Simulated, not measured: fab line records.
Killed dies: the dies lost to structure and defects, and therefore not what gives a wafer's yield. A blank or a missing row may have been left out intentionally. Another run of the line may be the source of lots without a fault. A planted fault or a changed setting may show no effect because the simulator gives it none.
A sampling plan put to the test | flow berkeley_cmos170 | one fab line, 17 faults that these records tell of, each judged on the records of the lots that it struck
The plan is the line's own looks: the steps of the route at which a gauge or an inspection reads the wafer and doesn't change it. A look is open to judgement when struck wafers have a number at it and the file gives its usual mean and standard deviation on fault-free wafers. Caught: 4 or more of those standard deviations (sigma) separate the usual mean from the mean of the struck wafers at a look after the fault's first step. On the tool: the same test on the tool's own readings at the fault's steps. Another recipe on the struck wafers, or a record that is blank for them alone, also counts as caught.

== THE FAULTS, as the simulator had put them in ==
1. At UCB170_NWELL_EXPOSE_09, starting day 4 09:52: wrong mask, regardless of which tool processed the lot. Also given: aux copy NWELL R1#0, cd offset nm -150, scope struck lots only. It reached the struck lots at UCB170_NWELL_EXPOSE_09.
2. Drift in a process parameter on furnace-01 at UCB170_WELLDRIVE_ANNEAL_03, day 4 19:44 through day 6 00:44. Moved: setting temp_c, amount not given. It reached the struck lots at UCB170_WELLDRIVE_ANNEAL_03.
3. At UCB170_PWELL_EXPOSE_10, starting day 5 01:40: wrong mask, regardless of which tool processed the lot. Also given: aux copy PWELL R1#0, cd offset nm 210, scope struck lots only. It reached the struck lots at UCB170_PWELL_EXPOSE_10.
4. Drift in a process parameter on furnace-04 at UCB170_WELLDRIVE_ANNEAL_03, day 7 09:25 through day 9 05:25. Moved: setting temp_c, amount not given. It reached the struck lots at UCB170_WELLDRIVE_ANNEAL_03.
5. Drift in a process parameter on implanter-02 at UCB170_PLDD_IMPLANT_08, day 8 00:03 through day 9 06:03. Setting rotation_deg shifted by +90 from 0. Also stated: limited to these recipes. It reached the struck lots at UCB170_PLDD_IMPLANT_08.
6. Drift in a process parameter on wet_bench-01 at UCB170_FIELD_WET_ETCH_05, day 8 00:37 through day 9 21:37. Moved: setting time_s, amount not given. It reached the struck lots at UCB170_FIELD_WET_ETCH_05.
7. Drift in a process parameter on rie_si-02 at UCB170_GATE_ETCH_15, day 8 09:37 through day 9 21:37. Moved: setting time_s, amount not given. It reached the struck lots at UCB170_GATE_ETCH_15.
8. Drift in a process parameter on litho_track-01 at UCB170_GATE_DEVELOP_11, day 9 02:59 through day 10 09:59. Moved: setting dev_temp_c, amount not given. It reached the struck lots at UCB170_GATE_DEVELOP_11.
9. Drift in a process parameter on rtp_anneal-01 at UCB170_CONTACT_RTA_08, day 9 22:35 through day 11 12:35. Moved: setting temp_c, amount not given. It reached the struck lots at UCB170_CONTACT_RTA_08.
10. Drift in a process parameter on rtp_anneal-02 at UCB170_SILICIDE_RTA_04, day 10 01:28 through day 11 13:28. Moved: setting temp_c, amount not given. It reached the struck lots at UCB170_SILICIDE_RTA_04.
11. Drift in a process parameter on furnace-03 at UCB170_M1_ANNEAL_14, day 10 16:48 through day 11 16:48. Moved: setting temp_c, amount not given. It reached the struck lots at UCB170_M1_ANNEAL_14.
12. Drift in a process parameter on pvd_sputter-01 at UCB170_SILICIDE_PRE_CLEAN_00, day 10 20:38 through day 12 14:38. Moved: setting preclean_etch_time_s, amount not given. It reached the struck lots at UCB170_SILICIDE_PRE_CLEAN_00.
13. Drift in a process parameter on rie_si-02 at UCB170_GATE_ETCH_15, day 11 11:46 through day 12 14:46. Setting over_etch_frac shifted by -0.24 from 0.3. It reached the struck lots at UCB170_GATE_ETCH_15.
14. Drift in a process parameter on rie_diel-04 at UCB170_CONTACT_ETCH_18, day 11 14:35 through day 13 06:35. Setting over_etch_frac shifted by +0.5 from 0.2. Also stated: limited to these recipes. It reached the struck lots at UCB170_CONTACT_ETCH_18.
15. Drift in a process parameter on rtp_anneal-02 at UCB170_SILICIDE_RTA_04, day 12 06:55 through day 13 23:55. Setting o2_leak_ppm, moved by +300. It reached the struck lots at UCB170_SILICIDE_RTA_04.
16. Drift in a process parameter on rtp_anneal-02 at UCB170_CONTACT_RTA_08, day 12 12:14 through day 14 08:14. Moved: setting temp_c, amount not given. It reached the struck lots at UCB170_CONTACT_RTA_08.
17. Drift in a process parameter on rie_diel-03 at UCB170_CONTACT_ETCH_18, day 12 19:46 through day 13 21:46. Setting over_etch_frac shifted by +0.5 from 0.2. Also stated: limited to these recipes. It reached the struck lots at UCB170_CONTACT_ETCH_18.

== WHAT THE PLAN SAW ==
fault | on the tool itself                     | first look that catches it                      | reading, sigma | median hours from its first step to that look | hours from the fault's start to the first struck lot there | judged looks passed uncaught
1     | no reading that can be judged          | none of the 3 looks that can be judged after it | -              | -                                             | -                                                          | 3
2     | tube_center_temp_C +99 or beyond sigma | none of the 2 looks that can be judged after it | -              | -                                             | -                                                          | 2
3     | no reading that can be judged          | not the one look that can be judged after it    | -              | -                                             | -                                                          | 1
4     | tube_center_temp_C -99 or beyond sigma | not the one look that can be judged after it    | -              | -                                             | -                                                          | 1
5     | rotation_deg +99 or beyond sigma       | not the one look that can be judged after it    | -              | -                                             | -                                                          | 1
6     | run_length_s +99 or beyond sigma       | no look after it can be judged                  | -              | -                                             | -                                                          | 0
7     | run_length_s +28 sigma                 | not the one look that can be judged after it    | -              | -                                             | -                                                          | 1
8     | developer_temp_C -19 sigma             | not the one look that can be judged after it    | -              | -                                             | -                                                          | 1
9     | wafer_temp_C_max +10 sigma             | none of the 2 looks that can be judged after it | -              | -                                             | -                                                          | 2
10    | wafer_temp_C_max +84 sigma             | not the one look that can be judged after it    | -              | -                                             | -                                                          | 1
11    | tube_center_temp_C +99 or beyond sigma | none of the 2 looks that can be judged after it | -              | -                                             | -                                                          | 2
12    | no reading that can be judged          | not the one look that can be judged after it    | -              | -                                             | -                                                          | 1
13    | oes_product_au +12 sigma               | none of the 3 looks that can be judged after it | -              | -                                             | -                                                          | 3
14    | oes_product_au -9.6 sigma              | no look after it can be judged                  | -              | -                                             | -                                                          | 0
15    | chamber_o2_ppm +99 or beyond sigma     | no look after it can be judged                  | -              | -                                             | -                                                          | 0
16    | wafer_temp_C_max +21 sigma             | no look after it can be judged                  | -              | -                                             | -                                                          | 0
17    | oes_product_au -10 sigma               | no look after it can be judged                  | -              | -                                             | -                                                          | 0
Dash: fault not caught, or number not given in these records.

Caught at a look: 0 of 17. Caught on the tool: 14 of 17. By one or the other: 14 of 17.
Faults 2, 4, 5, 6, 7, 8, 9, 10, 11, 13, 14, 15, 16, 17 were caught on the tool alone.
Caught by neither: faults 1, 3, 12.
